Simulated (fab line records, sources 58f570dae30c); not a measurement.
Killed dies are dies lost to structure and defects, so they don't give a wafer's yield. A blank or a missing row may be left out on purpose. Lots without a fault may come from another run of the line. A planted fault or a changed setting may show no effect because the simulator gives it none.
fab line records | flow berkeley_cmos170
record lots=6 wafers=18 last_day=11
route steps=331 shown PFIELD@88 FIELD@89 SACOX@97 SCREENOX@100
lots that met no fault: from a run of the same line without faults
start_h: hours from the record's first day to the start of the lot's first wafer shown | wait_h: hours since the lot's step before | " the same as in the row above | L1.1+2: a row that stands for several wafers | - no value, or no start given | * or withheld: withheld | < > ~ a bound
route shown NAME@n: a module of which the file shows steps, and the number in the route of the first | usual: mean/standard deviation of fault-free wafers | same: alike in all rows | chamber/n: place in a boat | sites: the reading at each site | _std_site: their standard deviation | _edge_site: outer sites' mean less inner sites' | radius_mm: how far each site lies from the wafer's centre | mask NAME#n: copy n | behind: the tool/chamber that last shaped the wafer | hold: why the lot was held/for how many hours/how that ended | device: the transistor (n, p or np) that didn't switch | end of line: the same wafers' tests at the end of the route | a step without rows: its recipe alone | killed: dies lost to structure and defects at the first sort, not the wafer's yield | map: a wafer's dies, x killed, . not, _ none there
set.NAME: the setting as run; set.NAME@STEP: as run at that earlier step | model.NAME: the simulator's own value behind a step, which no gauge read
lots at some steps of the route; a table a step, a row a wafer
## steps
# step UCB170_PFIELD_TW_MEAS_09
# usual PFIELD_TW=597/4.3
# columns lot.wafer tool chamber start_h wait_h PFIELD_TW
L468.1 film_metro-02 - 107.89 0.1 602
L468.3 " - " " 601
L468.5 " - " " 603
L471.1 film_metro-04 - 112.86 0.1 598
L471.2 " - " " 598
L471.4 " - " " 598
L469.2 film_metro-03 - 113.42 0.1 594
L469.4 " - " " 598
L469.6 " - " " 597
L470.1 film_metro-03 - 113.69 0.1 597
L470.2 " - " " 599
L470.5 " - " " 598
L479.3 film_metro-03 - 152.13 0.1 598
L479.5 " - " " 598
L479.6 " - " " 599
L486.2 film_metro-04 - 182.66 0.1 596
L486.4 " - " " 596
L486.6 " - " " 595
# step UCB170_FIELD_CLEAN_00
# recipe chemistry=dHF dilution=25:1 time_s=7.5
# step UCB170_FIELD_OXIDATION_01
# recipe temp_c=1000 ambient=H2O p_h2o_torr=584.62 target_thk_a=5583 ox_time_s=7200
# step UCB170_FIELD_THK_MEAS_02
# recipe reads=SiO2_of_FIELD_OXIDATION_01
# usual FIELD_OXIDE_THK=563/9.2
# columns lot.wafer tool chamber start_h wait_h FIELD_OXIDE_THK[nm]
L468.1 film_metro-04 - 113.26 0.0 568
L468.3 " - " " 569
L468.5 " - " " 564
L471.1 film_metro-02 - 117.53 0.0 553
L471.2 " - " " 548
L471.4 " - " " 553
L469.2 film_metro-01 - 117.54 0.0 575
L469.4 " - " " 566
L469.6 " - " " 579
L470.1 film_metro-04 - 117.57 0.0 543
L470.2 " - " " 545
L470.5 " - " " 550
L479.3 film_metro-02 - 157.82 0.0 556
L479.5 " - " " 569
L479.6 " - " " 551
L486.2 film_metro-04 - 188.06 0.0 559
L486.4 " - " " 566
L486.6 " - " " 569
# step UCB170_FIELD_ANNEAL_03
# recipe temp_c=1000 time_s=1200 ambient=N2
# step UCB170_FIELD_WET_ETCH_04
# recipe chemistry=dHF dilution=10:1 target=SiO2 temp_c=25 time_s=60
# step UCB170_FIELD_WET_ETCH_05
# recipe chemistry=H3PO4 target=Si3N4 temp_c=160 time_s=12600
# step UCB170_FIELD_WET_ETCH_06
# recipe chemistry=BOE dilution=5:1 target=SiO2 temp_c=25 time_s=22
# step UCB170_FIELD_THK_MEAS_90
# recipe reads=SiO2_of_FIELD_OXIDATION_01
# usual FIELD_OXIDE_LEFT_1_THK=446/9.2
# columns lot.wafer tool chamber start_h wait_h FIELD_OXIDE_LEFT_1_THK[nm]
L468.1 film_metro-02 - 120.51 0.0 452
L468.3 " - " " 453
L468.5 " - " " 447
L470.1 film_metro-01 - 124.28 0.0 426
L470.2 " - " " 428
L470.5 " - " " 434
L471.1 film_metro-04 - 124.28 0.0 435
L471.2 " - " " 430
L471.4 " - " " 435
L469.2 film_metro-02 - 124.32 0.0 457
L469.4 " - " " 448
L469.6 " - " " 461
L479.3 film_metro-01 - 165.72 0.0 438
L479.5 " - " " 451
L479.6 " - " " 433
L486.2 film_metro-01 - 195.56 0.0 442
L486.4 " - " " 449
L486.6 " - " " 452
# step UCB170_SACOX_CLEAN_00
# recipe chemistry=dHF dilution=25:1 time_s=7.5
# step UCB170_SACOX_OXIDATION_01
# recipe temp_c=900 ambient=O2 target_thk_a=144 ox_time_s=2400
# step UCB170_SACOX_THK_MEAS_02
# recipe reads=SiO2_of_SACOX_OXIDATION_01
# usual SACOX_OXIDE_THK=14.47/0.23
# columns lot.wafer tool chamber start_h wait_h SACOX_OXIDE_THK[nm]
L468.1 film_metro-03 - 125.43 0.0 14.47
L468.3 " - " " 14.11
L468.5 " - " " 14.44
L471.1 film_metro-03 - 127.85 0.0 14.69
L471.2 " - " " 14.56
L471.4 " - " " 14.57
L469.2 film_metro-02 - 127.86 0.0 14.65
L469.4 " - " " 14.60
L469.6 " - " " 14.70
L470.1 film_metro-03 - 127.91 0.1 14.39
L470.2 " - " " 14.41
L470.5 " - " " 14.49
L479.3 film_metro-02 - 169.30 0.0 14.59
L479.5 " - " " 14.85
L479.6 " - " " 14.47
L486.2 film_metro-02 - 199.62 0.0 14.49
L486.4 " - " " 14.65
L486.6 " - " " 14.55
# step UCB170_SCREENOX_WET_ETCH_00
# recipe chemistry=dHF dilution=25:1 target=SiO2 temp_c=25 time_s=200
# usual bath_heat_duty_pct=5.9/0.59 run_length_s=227/3.1
# columns lot.wafer tool chamber start_h wait_h bath_heat_duty_pct run_length_s model.SiO2_of_SACOX_OXIDATION_01.thk_nm
L468.1 wet_bench-01 3 125.49 0.1 5.4 225 0
L468.3 " 3 " " 6.6 225 0
L468.5 " 3 " " 6.3 225 0
L469.2 wet_bench-04 0 127.91 0.0 - - 14.68
L469.4 " 0 " " - - 14.64
L469.6 " 0 " " - - 14.69
L471.1 wet_bench-04 0 127.91 0.1 - - 14.67
L471.2 " 0 " " - - 14.62
L471.4 " 0 " " - - 14.59
L470.1 wet_bench-03 1 127.97 0.1 5.5 225 0
L470.2 " 1 " " 6.8 225 0
L470.5 " 1 " " 4.7 225 0
L479.3 wet_bench-04 2 169.34 0.0 5.0 234 0
L479.5 " 2 " " 5.4 234 0
L479.6 " 2 " " 5.6 234 0
L486.2 wet_bench-01 0 199.80 0.2 6.9 225 0
L486.4 " 0 " " 5.1 225 0
L486.6 " 0 " " 6.0 225 0
# step UCB170_SCREENOX_OXIDATION_01
# recipe temp_c=900 ambient=O2 target_thk_a=144 ox_time_s=2400
## key
first_sign step=UCB170_SCREENOX_WET_ETCH_00 reading=tool_record direction=missing
effect none on later readings
model_effect step=UCB170_SCREENOX_WET_ETCH_00 value=SiO2_of_SACOX_OXIDATION_01.thk_nm without=0 struck=14.65
met_at UCB170_SCREENOX_WET_ETCH_00
struck_wafers L469.2,L469.4,L469.6,L471.1,L471.2,L471.4
later_rows_left_out L469.2,L469.4,L469.6,L471.1,L471.2,L471.4
sort_left_out L469.2,L469.4,L469.6,L471.1,L471.2,L471.4
tester_left_out L469,L471
fault kind=skipped_step_whole tool=wet_bench-04 chamber=- onset_h=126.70 steps=UCB170_SCREENOX_WET_ETCH_00 scope=struck_lots_only
# tester_left_out: of these lots the tester's yield and bins aren't shown, on N5 and GAA mostly nor the transistor test; their killed dies are dies lost to structure and defects alone, not to doping, threshold or leakage, so they don't give the yield
# sort_left_out: the simulated sort isn't trusted on such a fault, so these wafers' sort isn't shown, and their yield isn't known
# later_rows_left_out: the simulator's readings of these wafers behind a module that went badly wrong aren't trusted and aren't shown, but for the sort
